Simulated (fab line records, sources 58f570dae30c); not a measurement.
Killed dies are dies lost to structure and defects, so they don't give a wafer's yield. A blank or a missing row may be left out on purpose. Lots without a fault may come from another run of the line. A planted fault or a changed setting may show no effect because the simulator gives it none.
fab line records | flow berkeley_cmos170
record lots=24 wafers=72 last_day=12
route steps=331 shown SDANNEAL@204 SILICIDE@211 CONTACT@232 M1@251 V2@296 M3@327
lots that met no fault: from a run of the same line without faults
start_h: hours from the record's first day to the start of the lot's first wafer shown | wait_h: hours since the lot's step before | " the same as in the row above | L1.1+2: a row that stands for several wafers | - no value, or no start given | * or withheld: withheld | < > ~ a bound
route shown NAME@n: a module of which the file shows steps, and the number in the route of the first | usual: mean/standard deviation of fault-free wafers | same: alike in all rows | chamber/n: place in a boat | sites: the reading at each site | _std_site: their standard deviation | _edge_site: outer sites' mean less inner sites' | radius_mm: how far each site lies from the wafer's centre | mask NAME#n: copy n | behind: the tool/chamber that last shaped the wafer | hold: why the lot was held/for how many hours/how that ended | device: the transistor (n, p or np) that didn't switch | end of line: the same wafers' tests at the end of the route | a step without rows: its recipe alone | killed: dies lost to structure and defects at the first sort, not the wafer's yield | map: a wafer's dies, x killed, . not, _ none there
set.NAME: the setting as run; set.NAME@STEP: as run at that earlier step | model.NAME: the simulator's own value behind a step, which no gauge read
steps of the route over a sample of lots; a table a step, a row a wafer
services: from which hour (start_h, from the record's first day; less than 0 if before it) a tool's chamber was out of use, for how many hours, and why
## steps
# step UCB170_SDANNEAL_RTA_00
# recipe temp_c=900 time_s=10 ambient=N2
# usual lamp_power_pct=25.2/1.4 wafer_temp_C_max=905.9/1.9
# columns lot.wafer tool chamber start_h wait_h lamp_power_pct wafer_temp_C_max
L074.2 rtp_anneal-02 0 142.57 0.0 26.4 906.4
L074.3 " 0 " " 26.4 910.4
L074.5 " 0 " " 26.4 909.3
L076.1 rtp_anneal-02 0 152.55 0.0 26.4 906.6
L076.2 " 0 " " 26.4 906.5
L076.5 " 0 " " 26.3 907.1
L075.1 rtp_anneal-01 0 153.00 0.0 23.6 903.3
L075.2 " 0 " " 23.7 904.3
L075.5 " 0 " " 23.6 904.8
L079.1 rtp_anneal-02 0 168.87 0.0 26.4 907.7
L079.3 " 0 " " 26.4 905.7
L079.5 " 0 " " 26.4 906.4
L078.2 rtp_anneal-01 0 169.02 0.0 23.6 903.9
L078.4 " 0 " " 23.6 903.2
L078.6 " 0 " " 23.6 903.4
L077.2 rtp_anneal-02 0 169.33 0.0 26.4 909.3
L077.5 " 0 " " 26.4 906.9
L077.6 " 0 " " 26.4 906.0
L080.3 rtp_anneal-01 0 169.75 0.0 23.6 904.0
L080.4 " 0 " " 23.6 904.0
L080.6 " 0 " " 23.6 904.3
L081.3 rtp_anneal-01 0 170.13 0.0 23.6 903.4
L081.5 " 0 " " 23.6 903.2
L081.6 " 0 " " 23.6 904.2
L082.2 rtp_anneal-02 0 181.57 0.0 26.4 906.2
L082.4 " 0 " " 26.4 908.2
L082.5 " 0 " " 26.4 907.4
L086.1 rtp_anneal-01 0 195.74 0.0 23.6 903.4
L086.2 " 0 " " 23.6 904.1
L086.6 " 0 " " 23.6 904.6
L083.1 rtp_anneal-02 0 195.82 0.0 26.4 905.8
L083.4 " 0 " " 26.4 908.2
L083.5 " 0 " " 26.4 906.1
L084.3 rtp_anneal-01 0 195.97 0.0 23.6 903.1
L084.4 " 0 " " 23.6 904.3
L084.6 " 0 " " 23.6 904.1
L085.1 rtp_anneal-02 0 196.16 0.0 26.4 909.3
L085.2 " 0 " " 26.3 907.6
L085.5 " 0 " " 26.4 908.7
L087.2 rtp_anneal-01 0 203.22 0.0 23.7 903.8
L087.3 " 0 " " 23.6 903.5
L087.5 " 0 " " 23.6 904.0
L088.1 rtp_anneal-02 0 210.45 0.0 26.3 906.6
L088.2 " 0 " " 26.4 907.5
L088.3 " 0 " " 26.4 907.0
L089.1 rtp_anneal-01 0 210.78 0.0 23.7 903.7
L089.2 " 0 " " 23.6 903.5
L089.4 " 0 " " 23.7 903.4
L091.3 rtp_anneal-02 0 219.64 0.0 26.4 908.0
L091.4 " 0 " " 26.4 905.4
L091.5 " 0 " " 26.4 909.4
L094.1 rtp_anneal-02 0 227.72 0.0 26.4 904.4
L094.4 " 0 " " 26.4 905.9
L094.6 " 0 " " 26.4 909.6
L092.3 rtp_anneal-02 0 228.12 0.0 26.4 906.6
L092.4 " 0 " " 26.4 907.1
L092.5 " 0 " " 26.4 907.3
L090.2 rtp_anneal-02 0 228.23 0.1 26.4 906.2
L090.5 " 0 " " 26.4 907.5
L090.6 " 0 " " 26.4 907.4
L093.1 rtp_anneal-02 0 228.35 0.1 26.4 908.0
L093.2 " 0 " " 26.4 907.6
L093.5 " 0 " " 26.4 908.1
L095.1 rtp_anneal-02 0 235.73 0.0 26.4 910.5
L095.2 " 0 " " 26.4 905.9
L095.3 " 0 " " 26.4 907.0
L096.1 rtp_anneal-01 0 235.82 0.0 23.6 903.7
L096.3 " 0 " " 23.6 904.9
L096.5 " 0 " " 23.6 905.1
L097.1 rtp_anneal-01 0 254.23 0.0 23.6 903.8
L097.2 " 0 " " 23.6 903.9
L097.6 " 0 " " 23.6 904.8
# step UCB170_SILICIDE_SPUTTER_01
# recipe material=Ti target_thk_nm=30 time_s=25 power_w=1500 chamber_pressure_pa=0.5
# usual throttle_valve_pct=30.2/1.2
# columns lot.wafer tool chamber start_h wait_h throttle_valve_pct
L074.2 pvd_sputter-04 - 143.23 0.0 30.1
L074.3 " - " " 30.5
L074.5 " - " " 31.6
L076.1 pvd_sputter-02 - 153.22 0.0 30.7
L076.2 " - " " 30.8
L076.5 " - " " 29.9
L075.1 pvd_sputter-04 - 153.67 0.0 30.4
L075.2 " - " " 30.3
L075.5 " - " " 31.7
L079.1 pvd_sputter-02 - 169.54 0.0 30.0
L079.3 " - " " 31.9
L079.5 " - " " 29.9
L078.2 pvd_sputter-01 - 169.68 0.0 30.7
L078.4 " - " " 29.9
L078.6 " - " " 32.0
L077.2 pvd_sputter-04 - 170.02 0.0 30.2
L077.5 " - " " 30.5
L077.6 " - " " 27.7
L080.3 pvd_sputter-02 - 170.40 0.0 30.3
L080.4 " - " " 29.9
L080.6 " - " " 30.3
L081.3 pvd_sputter-01 - 170.81 0.0 32.2
L081.5 " - " " 29.8
L081.6 " - " " 28.6
L082.2 pvd_sputter-04 - 182.23 0.0 31.3
L082.4 " - " " 27.7
L082.5 " - " " 30.1
L086.1 pvd_sputter-02 - 196.41 0.0 31.3
L086.2 " - " " 30.7
L086.6 " - " " 30.2
L083.1 pvd_sputter-01 - 196.50 0.0 32.4
L083.4 " - " " 29.0
L083.5 " - " " 28.6
L084.3 pvd_sputter-04 - 196.62 0.0 30.2
L084.4 " - " " 27.4
L084.6 " - " " 30.4
L085.1 pvd_sputter-02 - 196.98 0.0 30.1
L085.2 " - " " 30.4
L085.5 " - " " 30.5
L087.2 pvd_sputter-04 - 203.88 0.0 30.2
L087.3 " - " " 31.6
L087.5 " - " " 31.4
L088.1 pvd_sputter-04 - 211.12 0.0 30.2
L088.2 " - " " 27.7
L088.3 " - " " 30.1
L089.1 pvd_sputter-01 - 211.45 0.0 28.8
L089.2 " - " " 31.9
L089.4 " - " " 29.6
L091.3 pvd_sputter-01 - 220.29 0.0 30.9
L091.4 " - " " 30.0
L091.5 " - " " 29.8
L094.1 pvd_sputter-01 - 228.39 0.0 28.7
L094.4 " - " " 29.9
L094.6 " - " " 28.9
L092.3 pvd_sputter-02 - 228.77 0.0 30.5
L092.4 " - " " 31.4
L092.5 " - " " 30.6
L090.2 pvd_sputter-04 - 228.89 0.0 30.2
L090.5 " - " " 30.5
L090.6 " - " " 27.8
L093.1 pvd_sputter-01 - 229.02 0.0 29.7
L093.2 " - " " 30.9
L093.5 " - " " 28.6
L095.1 pvd_sputter-04 - 236.40 0.0 31.5
L095.2 " - " " 27.4
L095.3 " - " " 30.4
L096.1 pvd_sputter-01 - 236.50 0.0 32.3
L096.3 " - " " 30.7
L096.5 " - " " 28.9
L097.1 pvd_sputter-04 - 254.90 0.0 30.2
L097.2 " - " " 30.6
L097.6 " - " " 30.2
# step UCB170_CONTACT_OVL_MEAS_16
# usual CONTACT_OVL=4/5.5
# columns lot.wafer tool chamber start_h wait_h CONTACT_OVL[nm]
L074.2 overlay-01 - 147.78 0.1 10
L074.3 " - " " 9
L074.5 " - " " 3
L076.1 overlay-01 - 157.50 0.1 9
L076.2 " - " " 15
L076.5 " - " " 13
L075.1 overlay-02 - 158.56 0.1 17
L075.2 " - " " 14
L075.5 " - " " 12
L079.1 overlay-01 - 175.65 0.1 -1
L079.3 " - " " 3
L079.5 " - " " -4
L077.2 overlay-02 - 175.87 0.1 2
L077.5 " - " " -2
L077.6 " - " " -4
L078.2 overlay-01 - 175.90 0.1 3
L078.4 " - " " 1
L078.6 " - " " 7
L080.3 overlay-02 - 176.00 0.1 6
L080.4 " - " " 14
L080.6 " - " " 10
L081.3 overlay-02 - 176.23 0.1 8
L081.5 " - " " 7
L081.6 " - " " 2
L082.2 overlay-01 - 188.66 0.1 6
L082.4 " - " " 0
L082.5 " - " " 6
L086.1 overlay-01 - 200.65 0.1 1
L086.2 " - " " 2
L086.6 " - " " -1
L085.1 overlay-02 - 203.06 0.1 8
L085.2 " - " " -1
L085.5 " - " " 5
L084.3 overlay-01 - 203.19 0.1 5
L084.4 " - " " 4
L084.6 " - " " 6
L083.1 overlay-01 - 203.30 0.1 0
L083.4 " - " " 5
L083.5 " - " " 8
L087.2 overlay-02 - 209.40 0.1 10
L087.3 " - " " 5
L087.5 " - " " 5
L088.1 overlay-01 - 216.30 0.1 0
L088.2 " - " " 4
L088.3 " - " " 4
L089.1 overlay-01 - 217.93 0.1 0
L089.2 " - " " -2
L089.4 " - " " 5
L091.3 overlay-02 - 226.57 0.1 8
L091.4 " - " " 8
L091.5 " - " " 13
L094.1 overlay-01 - 232.50 0.1 -3
L094.4 " - " " 6
L094.6 " - " " 1
L092.3 overlay-01 - 234.70 0.1 9
L092.4 " - " " 7
L092.5 " - " " 10
L093.1 overlay-01 - 234.93 0.1 -4
L093.2 " - " " -4
L093.5 " - " " -10
L090.2 overlay-02 - 235.24 0.1 9
L090.5 " - " " 12
L090.6 " - " " 15
L095.1 overlay-01 - 244.30 0.1 3
L095.2 " - " " 2
L095.3 " - " " 2
L096.1 overlay-01 - 244.66 0.1 3
L096.3 " - " " 3
L096.5 " - " " 6
L097.1 overlay-01 - 259.10 0.1 -4
L097.2 " - " " -6
L097.6 " - " " -4
# step UCB170_M1_STRIP_13
# recipe chemistry=O2 power_w=400 pressure_mtorr=3500 platen_temp_c=withheld o2_flow_sccm=400 overash_fraction=0.5
# usual drypump_motor_current_A=5.7/0.7 oes_product_au=0.720/0.0042
# columns lot.wafer tool chamber start_h wait_h drypump_motor_current_A oes_product_au rf_hours_counter_h
L074.2 plasma_asher-01 0 150.40 0.1 4.9 0.721 45
L074.3 " 1 " " 4.9 0.723 -
L074.5 " 1 " " 4.9 0.724 -
L076.1 plasma_asher-03 1 159.64 0.1 6.6 0.716 45
L076.2 " 0 " " 5.9 0.729 45
L076.5 " 1 " " 6.6 0.726 -
L075.1 plasma_asher-01 1 160.72 0.1 4.8 0.723 46
L075.2 " 0 " " 4.9 0.719 46
L075.5 " 1 " " 4.8 0.722 -
L079.1 plasma_asher-01 1 178.39 0.1 4.8 0.717 49
L079.3 " 1 " " 4.9 0.719 -
L079.5 " 1 " " 4.8 0.717 -
L077.2 plasma_asher-03 0 178.63 0.1 6.0 0.726 48
L077.5 " 0 " " 6.0 0.722 -
L077.6 " 1 " " 6.6 0.716 -
L078.2 plasma_asher-01 0 178.94 0.1 4.9 0.720 49
L078.4 " 0 " " 4.9 0.726 -
L078.6 " 1 " " 4.8 0.717 -
L080.3 plasma_asher-02 0 179.53 0.1 6.5 0.719 -
L080.4 " 1 " " 5.5 0.722 -
L080.6 " 1 " " 5.5 0.727 -
L081.3 plasma_asher-02 1 179.65 0.1 5.5 0.717 -
L081.5 " 0 " " 6.5 0.722 -
L081.6 " 1 " " 5.5 0.721 -
L082.2 plasma_asher-03 0 191.16 0.1 5.9 0.720 49
L082.4 " 1 " " 6.6 0.725 -
L082.5 " 0 " " 6.0 0.714 -
L086.1 plasma_asher-03 1 203.15 0.1 6.6 0.705 51
L086.2 " 0 " " 6.0 0.729 51
L086.6 " 1 " " 6.6 0.727 -
L085.1 plasma_asher-03 1 205.29 0.1 6.6 0.727 51
L085.2 " 0 " " 6.0 0.715 51
L085.5 " 0 " " 6.0 0.726 -
L084.3 plasma_asher-01 1 205.56 0.1 4.8 0.720 -
L084.4 " 0 " " 4.9 0.718 -
L084.6 " 0 " " 4.9 0.721 -
L083.1 plasma_asher-03 1 205.65 0.1 6.6 0.718 51
L083.4 " 0 " " 5.9 0.716 -
L083.5 " 0 " " 5.9 0.719 -
L087.2 plasma_asher-01 0 211.88 0.1 4.9 0.713 53
L087.3 " 1 " " 4.8 0.718 -
L087.5 " 1 " " 4.8 0.717 -
L088.1 plasma_asher-02 1 219.54 0.1 5.5 0.719 45
L088.2 " 0 " " 6.4 0.719 45
L088.3 " 0 " " 6.5 0.716 -
L089.1 plasma_asher-02 0 221.01 0.1 6.4 0.727 45
L089.2 " 1 " " 5.5 0.717 45
L089.4 " 1 " " 5.5 0.723 -
L091.3 plasma_asher-01 1 229.16 0.1 4.8 0.716 -
L091.4 " 0 " " 4.9 0.723 -
L091.5 " 1 " " 4.8 0.722 -
L094.1 plasma_asher-02 0 235.02 0.1 6.4 0.724 46
L094.4 " 1 " " 5.5 0.718 -
L094.6 " 1 " " 5.5 0.724 -
L092.3 plasma_asher-03 1 236.86 0.1 6.6 0.721 -
L092.4 " 0 " " 6.0 0.719 -
L092.5 " 1 " " 6.6 0.724 -
L093.1 plasma_asher-02 1 237.19 0.1 5.5 0.720 47
L093.2 " 0 " " 6.4 0.716 47
L093.5 " 0 " " 6.5 0.720 -
L090.2 plasma_asher-01 1 237.58 0.1 4.8 0.723 57
L090.5 " 0 " " 4.9 0.721 -
L090.6 " 1 " " 4.8 0.719 -
L095.1 plasma_asher-02 0 248.33 0.1 6.5 0.722 48
L095.2 " 1 " " 5.5 0.719 48
L095.3 " 0 " " 6.5 0.719 -
L096.1 plasma_asher-01 0 248.57 0.1 4.9 0.715 57
L096.3 " 1 " " 4.8 0.715 -
L096.5 " 0 " " 4.9 0.719 -
L097.1 plasma_asher-02 0 261.87 0.1 6.5 0.722 50
L097.2 " 1 " " 5.5 0.715 50
L097.6 " 1 " " 5.5 0.720 -
# step UCB170_V2_THK_MEAS_04
# recipe reads=SiO2_of_V2_CVD_00
# usual V2_POLISHED_THK=999.9/1.2
# columns lot.wafer tool chamber start_h wait_h V2_POLISHED_THK[nm]
L074.2 film_metro-03 - 160.60 0.1 998.3
L074.3 " - " " 998.0
L074.5 " - " " 998.0
L076.1 film_metro-03 - 172.99 0.1 998.1
L076.2 " - " " 998.3
L076.5 " - " " 999.6
L075.1 film_metro-02 - 173.10 0.1 998.9
L075.2 " - " " 1001.2
L075.5 " - " " 1002.5
L079.1 film_metro-02 - 187.09 0.1 997.7
L079.3 " - " " 999.0
L079.5 " - " " 997.8
L077.2 film_metro-03 - 187.29 0.1 998.6
L077.5 " - " " 999.9
L077.6 " - " " 998.5
L078.2 film_metro-01 - 190.37 0.1 996.8
L078.4 " - " " 1000.6
L078.6 " - " " 1000.5
L080.3 film_metro-02 - 190.98 0.1 1001.0
L080.4 " - " " 999.2
L080.6 " - " " 1001.9
L081.3 film_metro-03 - 191.22 0.1 1000.2
L081.5 " - " " 997.9
L081.6 " - " " 999.5
L082.2 film_metro-02 - 203.46 0.1 998.8
L082.4 " - " " 999.3
L082.5 " - " " 999.6
L086.1 film_metro-01 - 217.10 0.1 1000.4
L086.2 " - " " 1001.6
L086.6 " - " " 1001.7
L085.1 film_metro-02 - 217.77 0.1 998.6
L085.2 " - " " 1000.9
L085.5 " - " " 1000.8
L084.3 film_metro-02 - 218.09 0.1 997.8
L084.4 " - " " 999.3
L084.6 " - " " 1000.6
L083.1 film_metro-01 - 219.44 0.1 999.5
L083.4 " - " " 1002.0
L083.5 " - " " 1000.9
L087.2 film_metro-01 - 223.68 0.1 999.8
L087.3 " - " " 1000.9
L087.5 " - " " 1000.7
L088.1 film_metro-01 - 231.16 0.1 1001.2
L088.2 " - " " 1000.9
L088.3 " - " " 1001.5
L089.1 film_metro-02 - 231.46 0.1 1001.5
L089.2 " - " " 999.6
L089.4 " - " " 999.8
L091.3 film_metro-01 - 247.94 0.1 999.7
L091.4 " - " " 1000.1
L091.5 " - " " 999.9
L094.1 film_metro-01 - 248.53 0.1 1001.8
L094.4 " - " " 1001.3
L094.6 " - " " 1000.4
L093.1 film_metro-03 - 249.71 0.1 999.0
L093.2 " - " " 999.9
L093.5 " - " " 998.8
L092.3 film_metro-03 - 250.21 0.1 1000.6
L092.4 " - " " 1001.5
L092.5 " - " " 1002.1
L090.2 film_metro-02 - 250.44 0.1 999.2
L090.5 " - " " 999.1
L090.6 " - " " 999.5
L095.1 film_metro-01 - 258.08 0.1 1000.0
L095.2 " - " " 999.9
L095.3 " - " " 1000.4
L096.1 film_metro-02 - 258.52 0.1 998.6
L096.3 " - " " 1000.7
L096.5 " - " " 998.8
L097.1 film_metro-03 - 269.85 0.1 1001.9
L097.2 " - " " 1000.7
L097.6 " - " " 1000.1
# step UCB170_M3_METAL_ETCH_18
# recipe chemistry=Cl2/BCl3 target=Al stop_on=SiO2 pressure_mtorr=12 target_depth_a=11700 over_etch_frac=0.3 time_s=195 icp_w=600 bias_w=120 Cl2_flow_sccm=90 bcl3_flow_sccm=45
# usual bias_w=120.0/0.36 drypump_motor_current_A=5.4/0.37 oes_product_au=0.862/0.012 throttle_valve_pct=24.47/0.14
# columns lot.wafer tool chamber start_h wait_h bias_w drypump_motor_current_A oes_product_au rf_hours_counter_h throttle_valve_pct
L074.2 rie_metal-02 0 167.93 - 119.4 6.0 0.851 1 24.34
L074.3 " 1 " " 120.2 4.8 0.868 - 24.47
L074.5 " 0 " " 119.7 6.0 0.849 - 24.31
L076.1 rie_metal-04 0 177.64 - 120.1 5.3 0.853 6 24.25
L076.2 " 1 " " 119.8 5.5 0.857 10 24.61
L076.5 " 0 " " 120.2 5.3 0.849 - 24.29
L075.1 rie_metal-01 0 178.38 - 120.1 5.5 0.886 6 24.44
L075.2 " 1 " " 120.2 5.2 0.866 12 24.68
L075.5 " 0 " " 120.2 5.5 0.884 - 24.46
L079.1 rie_metal-01 0 192.08 - 120.2 5.5 0.875 7 24.46
L079.3 " 1 " " 120.2 5.2 0.863 - 24.66
L079.5 " 1 " " 119.7 5.2 0.853 - 24.66
L077.2 rie_metal-02 1 193.28 - 119.6 4.8 0.863 5 24.47
L077.5 " 0 " " 119.8 6.0 0.845 - 24.33
L077.6 " 1 " " 119.6 4.8 0.870 - 24.46
L078.2 rie_metal-04 1 198.45 - 120.2 5.5 0.845 10 24.61
L078.4 " 1 " " 120.1 5.5 0.853 - 24.61
L078.6 " 0 " " 119.6 5.3 0.850 - 24.27
L080.3 rie_metal-01 0 198.63 - 119.9 5.5 0.876 - 24.45
L080.4 " 1 " " 119.8 5.2 0.859 - 24.66
L080.6 " 0 " " 120.4 5.5 0.876 - 24.45
L081.3 rie_metal-02 1 198.99 - 119.5 4.8 0.875 - 24.46
L081.5 " 0 " " 120.0 6.0 0.862 - 24.32
L081.6 " 1 " " 120.3 4.8 0.864 - 24.46
L082.2 rie_metal-01 1 207.75 - 120.2 5.2 0.876 13 24.68
L082.4 " 1 " " 120.5 5.2 0.855 - 24.65
L082.5 " 0 " " 119.9 5.5 0.867 - 24.45
L086.1 rie_metal-04 0 223.62 - 120.2 5.3 0.842 7 24.27
L086.2 " 1 " " 119.9 5.5 0.852 11 24.62
L086.6 " 1 " " 119.1 5.5 0.851 - 24.60
L085.1 rie_metal-02 0 223.90 - 120.7 6.0 0.846 3 24.35
L085.2 " 1 " " 120.4 4.8 0.870 6 24.45
L085.5 " 1 " " 120.3 4.8 0.865 - 24.46
L084.3 rie_metal-01 0 224.57 - 120.0 5.5 0.872 - 24.45
L084.4 " 1 " " 120.4 5.2 0.867 - 24.68
L084.6 " 0 " " 120.0 5.5 0.876 - 24.45
L083.1 rie_metal-04 0 224.79 - 119.8 5.3 0.848 7 24.28
L083.4 " 0 " " 120.0 5.3 0.850 - 24.27
L083.5 " 0 " " 120.2 5.3 0.853 - 24.26
L087.2 rie_metal-02 0 228.87 - 119.0 6.0 0.846 4 24.34
L087.3 " 1 " " 120.1 4.8 0.857 - 24.48
L087.5 " 0 " " 120.0 6.0 0.852 - 24.33
L088.1 rie_metal-01 0 235.67 - 119.6 5.5 0.875 8 24.44
L088.2 " 1 " " 119.9 5.2 0.860 14 24.68
L088.3 " 1 " " 120.2 5.2 0.859 - 24.66
L089.1 rie_metal-02 0 236.02 - 119.6 6.0 0.849 4 24.32
L089.2 " 1 " " 120.1 4.8 0.868 6 24.45
L089.4 " 0 " " 119.6 6.0 0.855 - 24.32
L091.3 rie_metal-04 0 253.41 - 119.8 5.3 0.848 - 24.27
L091.4 " 1 " " 120.4 5.5 0.857 - 24.61
L091.5 " 1 " " 119.6 5.5 0.855 - 24.61
L094.1 rie_metal-01 0 253.79 - 120.7 5.5 0.880 9 24.46
L094.4 " 1 " " 119.6 5.2 0.858 - 24.68
L094.6 " 1 " " 119.6 5.2 0.868 - 24.65
L093.1 rie_metal-02 0 254.62 - 120.2 6.0 0.860 5 24.31
L093.2 " 1 " " 120.2 4.8 0.864 7 24.45
L093.5 " 1 " " 120.0 4.8 0.876 - 24.48
L092.3 rie_metal-04 0 255.41 - 119.9 5.3 0.845 - 24.29
L092.4 " 1 " " 119.6 5.5 0.848 - 24.61
L092.5 " 0 " " 120.6 5.3 0.841 - 24.26
L090.2 rie_metal-01 0 255.59 - 119.7 5.5 0.873 9 24.45
L090.5 " 1 " " 120.1 5.2 0.862 - 24.69
L090.6 " 0 " " 119.5 5.5 0.878 - 24.45
L095.1 rie_metal-01 0 265.60 - 119.6 5.5 0.891 9 24.45
L095.2 " 1 " " 119.9 5.2 0.872 15 24.67
L095.3 " 0 " " 119.7 5.5 0.877 - 24.45
L096.1 rie_metal-02 0 265.72 - 120.1 6.0 0.843 5 24.32
L096.3 " 0 " " 119.9 6.0 0.842 - 24.33
L096.5 " 0 " " 120.5 6.0 0.845 - 24.33
L097.1 rie_metal-01 0 276.57 - 120.0 5.5 0.869 9 24.46
L097.2 " 0 " " 120.3 5.5 0.875 - 24.46
L097.6 " 0 " " 119.7 5.5 0.882 - 24.43
## services
# columns tool chamber start_h hours kind
pvd_sputter-02 - 131.53 2.2 repair
rie_metal-04 - 146.06 0.9 repair
plasma_asher-01 - 150.84 1.0 repair
rtp_anneal-02 - 159.36 4.0 pm
plasma_asher-02 - 169.86 0.7 repair
pvd_sputter-04 - 173.16 5.1 repair
rie_metal-01 0 185.25 4.1 repair
plasma_asher-01 - 196.21 2.0 repair
pvd_sputter-02 3 204.91 - consumable_replace:kit
pvd_sputter-02 3 204.91 18.0 scheduled_down
pvd_sputter-02 3 204.91 18.0 vent_cycle
plasma_asher-02 - 205.58 7.6 repair
plasma_asher-02 - 225.83 0.4 repair
rtp_anneal-01 - 226.61 5.5 pm
## key
fault none
